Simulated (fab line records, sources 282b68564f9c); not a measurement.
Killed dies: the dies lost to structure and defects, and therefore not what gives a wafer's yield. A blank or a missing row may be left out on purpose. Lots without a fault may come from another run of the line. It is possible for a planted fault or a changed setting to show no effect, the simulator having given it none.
Code-filled problem report in 8D (eight disciplines) form    flow rit cmos    the parts of the form that need people (team, actions taken, sign-off) are left out

1. THE ISSUE
Wafers free of any fault read 275.6 ohm/sq (standard deviation 0.7) for NWELL_RS at RIT_WELLDRIVE_RS_MEAS_01, against a mean of 284.4 ohm/sq on 6 wafers of 2 lots. That is +13 standard deviations from the usual mean.
The step: measures by four-point-probe.
Seen first at day 4 04:36 on film metro-04, wafer L475.1. Wafers with a number at this step in the record: 39, from 13 lots. Rule for "out" (also "out of limits"): further than 4 standard deviations from the usual mean. The rest of the wafers with a number are treated as sound.

2. WHAT IT IS, AND WHAT IT ISN'T
question                     is                            is not
which readings at this step  NWELL_RS                      -
which lots                   L475, L477                    L466, L467, L468, L469, L470, L471, L472, L473, L474, L476, L489
which wafers of those lots   all that have a number        -
read on which gauges         film metro-01, film metro-04  film metro-02
when                         from day 4 04:36              up to then (27 sound wafers); but 6 sound wafers of L476, L489 came after

3. SUSPECTS, AND WHAT RULES EACH OUT
Counting: a tool stays on the suspect list if, at a process step up to the reading, it processed all lots that are out and no sound lot following the first of them.
- the gauge at RIT_WELLDRIVE_RS_MEAS_01 has been ruled out. Those wafers that are out were read across 2 gauges (film metro-01, film metro-04).
- furnace-04 at RIT_WELLDRIVE_ANNEAL_00 (time 14700 s): kept. All lots that are out passed through it, beginning with L475 at day 3 23:31, and no sound lot followed; its final sound lot before that point was L474 at day 3 16:02. Out on those wafers are its own readings of spike tc centre C, tube center temp C, tube_center_temp_C_max.
After counting, what remains is furnace-04 at RIT_WELLDRIVE_ANNEAL_00.

4. THE CAUSE (what the simulator had put in)
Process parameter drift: furnace-04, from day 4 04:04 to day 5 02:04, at RIT_WELLDRIVE_ANNEAL_00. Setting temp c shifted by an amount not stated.
This tool alone remained once counting was done.

5. THE CHAIN OF EFFECTS, in route order
One row per reading whose mean, taken over the struck wafers that have a number, lies over 3 standard deviations from the usual. Scope: only readings with a usual standard deviation given in the record; hours: median across lots of the time from each lot's start at the first step in this table that gives one to its start at this step; sigmas: change in usual standard deviations.
hours  step                      reading                 usual         on struck wafers  change  sigmas
0      RIT_WELLDRIVE_ANNEAL_00   spike tc centre C       1103.1 C      1095.3            -7.8    -7.0
0      RIT_WELLDRIVE_ANNEAL_00   spike tc load C         1127.6 C      1121.2            -6.4    -4.0
0      RIT_WELLDRIVE_ANNEAL_00   tube center temp C      1100.0 C      1092.0            -8.0    -73
0      RIT_WELLDRIVE_ANNEAL_00   tube_center_temp_C_max  1102.9        1095.0            -7.9    -18
5      RIT_WELLDRIVE_RS_MEAS_01  NWELL_RS                275.6 ohm/sq  284.4             +8.8    +13
5      RIT_WELLDRIVE_RS_MEAS_02  PWELL_RS                429.3 ohm/sq  437.4             +8.1    +6.7
Process steps it contains:
- RIT_WELLDRIVE_ANNEAL_00: time 14700 s.

6. WHAT WOULD HAVE CAUGHT IT SOONER
In this record the first reading out of limits at a measuring or inspecting step was taken at day 4 04:36, 1 hour after the fault began at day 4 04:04.
The tool's own readings at RIT_WELLDRIVE_ANNEAL_00 were out on every struck wafer that the step has a row for (spike tc centre C, tube center temp C, tube_center_temp_C_max): an alarm limit on them would have fired on the first of those.
Of the lots that are out (2), L477 began RIT_WELLDRIVE_ANNEAL_00 on furnace-04 after day 4 04:36. Holding the tool at that time would have saved it.
